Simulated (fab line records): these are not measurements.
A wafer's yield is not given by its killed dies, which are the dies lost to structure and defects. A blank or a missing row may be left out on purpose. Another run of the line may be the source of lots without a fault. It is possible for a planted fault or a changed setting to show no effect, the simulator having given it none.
Which tool is to blame? / flow berkeley-cmos170 / 13 lots with 39 wafers sampled at 5 steps, on a route of 331 steps

== WHAT EACH GAUGE READ, for each wafer ==
UCB170_M2_THK_MEAS_03: measures by xrf.
lot=L417; measured=day 8 23:04; on=film-metro-04; M2_AL_THK (nm)=901 892 901
lot=L419; measured=day 9 12:34; on=film-metro-01; M2_AL_THK (nm)=905 931 901
lot=L421; measured=day 9 20:21; on=film-metro-04; M2_AL_THK (nm)=913 916 922
lot=L420; measured=day 9 21:26; on=film-metro-02; M2_AL_THK (nm)=894 888 902
lot=L427; measured=day 10 14:52; on=film-metro-01; M2_AL_THK (nm)=913 915 912
lot=L424; measured=day 10 14:54; on=film-metro-04; M2_AL_THK (nm)=892 884 886
lot=L425; measured=day 10 15:10; on=film-metro-02; M2_AL_THK (nm)=897 895 894
lot=L429; measured=day 11 00:36; on=film-metro-04; M2_AL_THK (nm)=901 892 898
lot=L426; measured=day 11 00:40; on=film-metro-02; M2_AL_THK (nm)=902 900 902
lot=L431; measured=day 12 01:19; on=film-metro-02; M2_AL_THK (nm)=896 899 904
lot=L432; measured=day 12 02:29; on=film-metro-01; M2_AL_THK (nm)=902 902 913
lot=L430; measured=day 12 02:46; on=film-metro-04; M2_AL_THK (nm)=895 901 893
lot=L437; measured=day 13 08:52; on=film-metro-04; M2_AL_THK (nm)=880 884 897

UCB170_V2_THK_MEAS_01.
lot=L417; measured=day 9 02:38; on=film-metro-03; V2_TEOS_THK (nm)=1980 2027 2018
lot=L419; measured=day 9 15:24; on=film-metro-01; V2_TEOS_THK (nm)=2011 2049 2014
lot=L421; measured=day 10 00:34; on=film-metro-01; V2_TEOS_THK (nm)=2028 2044 2021
lot=L420; measured=day 10 01:40; on=film-metro-01; V2_TEOS_THK (nm)=1992 2034 2022
lot=L427; measured=day 10 18:25; on=film-metro-02; V2_TEOS_THK (nm)=1998 1986 1999
lot=L424; measured=day 10 18:35; on=film-metro-01; V2_TEOS_THK (nm)=1988 2038 2021
lot=L425; measured=day 10 18:59; on=film-metro-02; V2_TEOS_THK (nm)=1994 2033 2019
lot=L429; measured=day 11 02:59; on=film-metro-03; V2_TEOS_THK (nm)=1943 1987 1999
lot=L426; measured=day 11 03:14; on=film-metro-02; V2_TEOS_THK (nm)=1995 1987 2000
lot=L431; measured=day 12 03:56; on=film-metro-01; V2_TEOS_THK (nm)=2026 2033 2047
lot=L432; measured=day 12 05:13; on=film-metro-01; V2_TEOS_THK (nm)=1992 1758 1973 1991 1757 1972
lot=L430; measured=day 12 05:27; on=film-metro-02; V2_TEOS_THK (nm)=2002 2029 2017
lot=L437; measured=day 13 11:31; on=film-metro-01; V2_TEOS_THK (nm)=1983 2000 1989

UCB170_V2_CD_MEAS_90: the cd target is 700 nm.
lot=L417; measured=day 9 05:09; on=cd-sem-01; cd-nm (nm)=700.6 700.8 699.3
lot=L419; measured=day 9 17:25; on=cd-sem-01; cd-nm (nm)=700.5 696.8 699.0
lot=L421; measured=day 10 03:08; on=cd-sem-01; cd-nm (nm)=701.2 699.8 701.7
lot=L420; measured=day 10 03:41; on=cd-sem-01; cd-nm (nm)=701.2 700.1 698.0
lot=L427; measured=day 10 20:47; on=cd-sem-01; cd-nm (nm)=699.1 701.3 697.7
lot=L424; measured=day 10 21:54; on=cd-sem-02; cd-nm (nm)=699.9 698.6 697.7
lot=L425; measured=day 10 22:09; on=cd-sem-02; cd-nm (nm)=696.7 699.2 698.4
lot=L429; measured=day 11 05:13; on=cd-sem-02; cd-nm (nm)=700.2 702.0 701.6
lot=L426; measured=day 11 05:31; on=cd-sem-01; cd-nm (nm)=697.1 697.7 696.2
lot=L431; measured=day 12 06:07; on=cd-sem-02; cd-nm (nm)=700.2 699.5 695.9
lot=L432; measured=day 12 10:04; on=cd-sem-02; cd-nm (nm)=697.7 697.6 699.2
lot=L430; measured=day 12 07:35; on=cd-sem-01; cd-nm (nm)=700.3 703.0 701.0
lot=L437; measured=day 13 14:08; on=cd-sem-02; cd-nm (nm)=702.4 700.0 699.0

== TOOL THAT RAN EACH LOT (tool first, then ch and the chambers of the sampled wafers, then the start) ==
lot=L417; UCB170_M1_ETCH_11=rie-diel-04 ch 0,2,3, day 8 14:31; UCB170_V2_CVD_00=pecvd-01 ch 0,1, day 9 02:28
lot=L419; UCB170_M1_ETCH_11=rie-diel-04 ch 0,2, day 9 07:34; UCB170_V2_CVD_00=pecvd-02 ch 1,2, day 9 15:14
lot=L421; UCB170_M1_ETCH_11=rie-diel-02 ch 0,3, day 9 15:30; UCB170_V2_CVD_00=pecvd-04 ch 0,1, day 10 00:23
lot=L420; UCB170_M1_ETCH_11=rie-diel-03 ch 0,2,3, day 9 15:55; UCB170_V2_CVD_00=pecvd-01 ch 0,2, day 10 01:31
lot=L427; UCB170_M1_ETCH_11=rie-diel-04 ch 1,3, day 10 09:05; UCB170_V2_CVD_00=pecvd-02 ch 0,1,2, day 10 18:16
lot=L424; UCB170_M1_ETCH_11=rie-diel-03 ch 0,1,3, day 10 09:27; UCB170_V2_CVD_00=pecvd-01 ch 1,2, day 10 18:25
lot=L425; UCB170_M1_ETCH_11=rie-diel-04 ch 0,1, day 10 09:52; UCB170_V2_CVD_00=pecvd-04 ch 0,1, day 10 18:45
lot=L429; UCB170_M1_ETCH_11=rie-diel-03 ch 0,1,2, day 10 18:31; UCB170_V2_CVD_00=pecvd-04 ch 1,2, day 11 02:50
lot=L426; UCB170_M1_ETCH_11=rie-diel-03 ch 0,1, day 10 19:49; UCB170_V2_CVD_00=pecvd-01 ch 0,1, day 11 03:04
lot=L431; UCB170_M1_ETCH_11=rie-diel-02 ch 0,2,3, day 11 20:25; UCB170_V2_CVD_00=pecvd-01 ch 0,1,2, day 12 03:49
lot=L432; UCB170_M1_ETCH_11=rie-diel-03 ch 0,3, day 11 20:53; UCB170_V2_CVD_00=pecvd-04 ch 0,1,2, day 12 05:02
lot=L430; UCB170_M1_ETCH_11=rie-diel-04 ch 0,2, day 11 21:56; UCB170_V2_CVD_00=pecvd-01 ch 0,1,2, day 12 05:17
lot=L437; UCB170_M1_ETCH_11=rie-diel-03 ch 0,2, day 13 02:51; UCB170_V2_CVD_00=pecvd-02 ch 0,2, day 13 11:22
- UCB170_M1_ETCH_11: etches BARC in N2/H2.
- UCB170_V2_CVD_00: deposits SiO2 from TEOS/O2, target thk 2000 nm, time 250 s.

== WHAT THE TOOLS THEMSELVES READ (means of the sampled wafers that have a number; where no wafer has one, the mark that the record gives instead) ==
UCB170_M1_ETCH_11.
lot=L417; tool=rie-diel-04; drypump-motor-current-A (A)=5.66; n2-flow-sccm (sccm)=100.01; oes-product-au (a.u.)=1.02; throttle-valve-pct (%)=13.26
lot=L419; tool=rie-diel-04; drypump-motor-current-A (A)=5.74; n2-flow-sccm (sccm)=100.37; oes-product-au (a.u.)=1.02; throttle-valve-pct (%)=13.21
lot=L421; tool=rie-diel-02; drypump-motor-current-A (A)=5.87; n2-flow-sccm (sccm)=100.06; oes-product-au (a.u.)=1.00; throttle-valve-pct (%)=13.38
lot=L420; tool=rie-diel-03; drypump-motor-current-A (A)=5.88; n2-flow-sccm (sccm)=100.19; oes-product-au (a.u.)=0.97; throttle-valve-pct (%)=13.16
lot=L427; tool=rie-diel-04; drypump-motor-current-A (A)=5.56; n2-flow-sccm (sccm)=100.18; oes-product-au (a.u.)=1.02; throttle-valve-pct (%)=13.43
lot=L424; tool=rie-diel-03; drypump-motor-current-A (A)=5.73; n2-flow-sccm (sccm)=100.02; oes-product-au (a.u.)=0.97; throttle-valve-pct (%)=13.33
lot=L425; tool=rie-diel-04; drypump-motor-current-A (A)=5.64; n2-flow-sccm (sccm)=100.05; oes-product-au (a.u.)=1.02; throttle-valve-pct (%)=13.37
lot=L429; tool=rie-diel-03; drypump-motor-current-A (A)=5.83; n2-flow-sccm (sccm)=100.15; oes-product-au (a.u.)=1.00; throttle-valve-pct (%)=13.36
lot=L426; tool=rie-diel-03; drypump-motor-current-A (A)=5.69; n2-flow-sccm (sccm)=100.06; oes-product-au (a.u.)=1.02; throttle-valve-pct (%)=13.52
lot=L431; tool=rie-diel-02; drypump-motor-current-A (A)=5.80; n2-flow-sccm (sccm)=100.01; oes-product-au (a.u.)=1.00; throttle-valve-pct (%)=13.43
lot=L432; tool=rie-diel-03; drypump-motor-current-A (A)=5.75; n2-flow-sccm (sccm)=100.03; oes-product-au (a.u.)=0.94; throttle-valve-pct (%)=13.13
lot=L430; tool=rie-diel-04; drypump-motor-current-A (A)=5.75; n2-flow-sccm (sccm)=100.01; oes-product-au (a.u.)=1.02; throttle-valve-pct (%)=13.19
lot=L437; tool=rie-diel-03; drypump-motor-current-A (A)=5.84; n2-flow-sccm (sccm)=99.98; oes-product-au (a.u.)=0.99; throttle-valve-pct (%)=13.24

UCB170_V2_CVD_00.
lot=L417; tool=pecvd-01; heater-power-w (W)=250
lot=L419; tool=pecvd-02; heater-power-w (W)=324
lot=L421; tool=pecvd-04; heater-power-w (W)=242
lot=L420; tool=pecvd-01; heater-power-w (W)=215
lot=L427; tool=pecvd-02; heater-power-w (W)=288
lot=L424; tool=pecvd-01; heater-power-w (W)=275
lot=L425; tool=pecvd-04; heater-power-w (W)=252
lot=L429; tool=pecvd-04; heater-power-w (W)=293
lot=L426; tool=pecvd-01; heater-power-w (W)=281
lot=L431; tool=pecvd-01; heater-power-w (W)=219
lot=L432; tool=pecvd-04; heater-power-w (W)=284
lot=L430; tool=pecvd-01; heater-power-w (W)=287
lot=L437; tool=pecvd-02; heater-power-w (W)=328

== THE ANSWER, worked out from the rows above alone ==
Rule: usual is defined by the lots themselves. Put in order of their means at a reading, lots are off if they are a third of the lots or fewer, leave a main group of 4 or more, and stand apart from it by a gap of 3 or more times the standard deviation of the main group's means; of several such gaps the widest counts. If all means in a main group match to the digits the tables above print for the reading, that group is not used. A lot without any number at a reading at which 4 lots or more have one is off too. Any other lot the step has rows for is counted as sound. First the gauges in route order, then the tools' own readings, where a lot's mean is used as printed above. The first step at which some lot is off is used, and at that step the reading that is off furthest; a lot without a number counts as furthest.
Off: L432, seen at UCB170_V2_THK_MEAS_01 (V2_TEOS_THK). The main group has a mean of 2010 nm with a standard deviation of 17.
A tool fits if, at a process step before that reading, it ran every lot that is off, and no sound lot after the first of them. Those tools and the gauges at UCB170_V2_THK_MEAS_01 are tried in the same way. One fits: pecvd-04 at UCB170_V2_CVD_00. A fault onset in the window from L429 (day 11 02:50, its last sound lot) to L432 (day 12 05:02, its first lot off) fits.

== WHAT THE SIMULATOR HAD INSERTED ==
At UCB170_V2_CVD_00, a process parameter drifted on pecvd-04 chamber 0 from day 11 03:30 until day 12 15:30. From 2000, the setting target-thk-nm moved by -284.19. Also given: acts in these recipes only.
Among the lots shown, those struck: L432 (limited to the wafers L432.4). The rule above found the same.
